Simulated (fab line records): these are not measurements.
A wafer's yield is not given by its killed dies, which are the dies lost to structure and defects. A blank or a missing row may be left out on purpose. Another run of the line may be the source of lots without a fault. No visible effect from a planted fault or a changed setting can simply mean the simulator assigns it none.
2 desks looking at one fault | flow berkeley-cmos170 | only its own numbers are on each desk; what lay behind them is given at the end

## THE METROLOGY DESK
Means of the sampled wafers that have a number, per lot and without regard to the tool the lot ran on: this is what the gauges read. If a lot's mean is further than 4 standard deviations from the usual mean, the lot is out of limits and carries the mark OUT (the distance appears in the brackets).
Columns: A = PWELL_TW at UCB170_PWELL_TW_MEAS_17, usual 381.1; B = PFIELD_OVL at UCB170_PFIELD_OVL_MEAS_06, usual -1 nm
lot  | first seen here | A     | B
L505 | day 3 05:21     | 381.4 | -1
L508 | day 3 16:41     | 382.2 | -4
L506 | day 3 16:48     | 382.4 | -5
L509 | day 4 14:13     | 380.0 | 1
L513 | day 5 01:11     | 380.1 | -0
L515 | day 5 05:16     | 380.0 | -4
L514 | day 5 05:33     | 380.5 | 0
L520 | day 5 23:37     | 381.1 | -1
L519 | day 6 00:18     | 383.8 | -7
L521 | day 6 08:44     | 379.7 | 2
L522 | day 6 22:38     | 378.6 | 1
L523 | day 6 22:52     | 381.8 | -1
L526 | day 7 11:25     | 380.1 | -0
L527 | day 7 11:58     | 378.9 | 4
L528 | day 7 18:34     | 381.5 | 0
This desk's verdict: no lot among the 15 shows anything out of limits.

## TOOL OWNER'S DESK, wet-bench-02
The tool's own readings at UCB170_PWELL_CLEAN_00 (cleans in SPM, time 600 s): means of the sampled wafers that have a number, for each lot that ran on this tool. If a lot's mean is further than 4 standard deviations from the usual mean, the lot is out of limits and carries the mark OUT (the distance appears in the brackets).
Columns: A = bath-guard-temp-C at UCB170_PWELL_CLEAN_00, usual 120.3 C; B = bath-heat-duty-pct at UCB170_PWELL_CLEAN_00, usual 12.4 %
lot  | first seen here | A     | B
L513 | day 4 09:52     | 120.3 | 12.2
L528 | day 7 06:41     | 120.0 | 12.3
This desk's verdict: no lot among the 2 shows anything out of limits.

## BROUGHT TOGETHER
From the metrology desk's view, nothing was out of limits.
The tool owner's desk saw nothing out of limits.

## WHAT THE SIMULATOR HAD INSERTED
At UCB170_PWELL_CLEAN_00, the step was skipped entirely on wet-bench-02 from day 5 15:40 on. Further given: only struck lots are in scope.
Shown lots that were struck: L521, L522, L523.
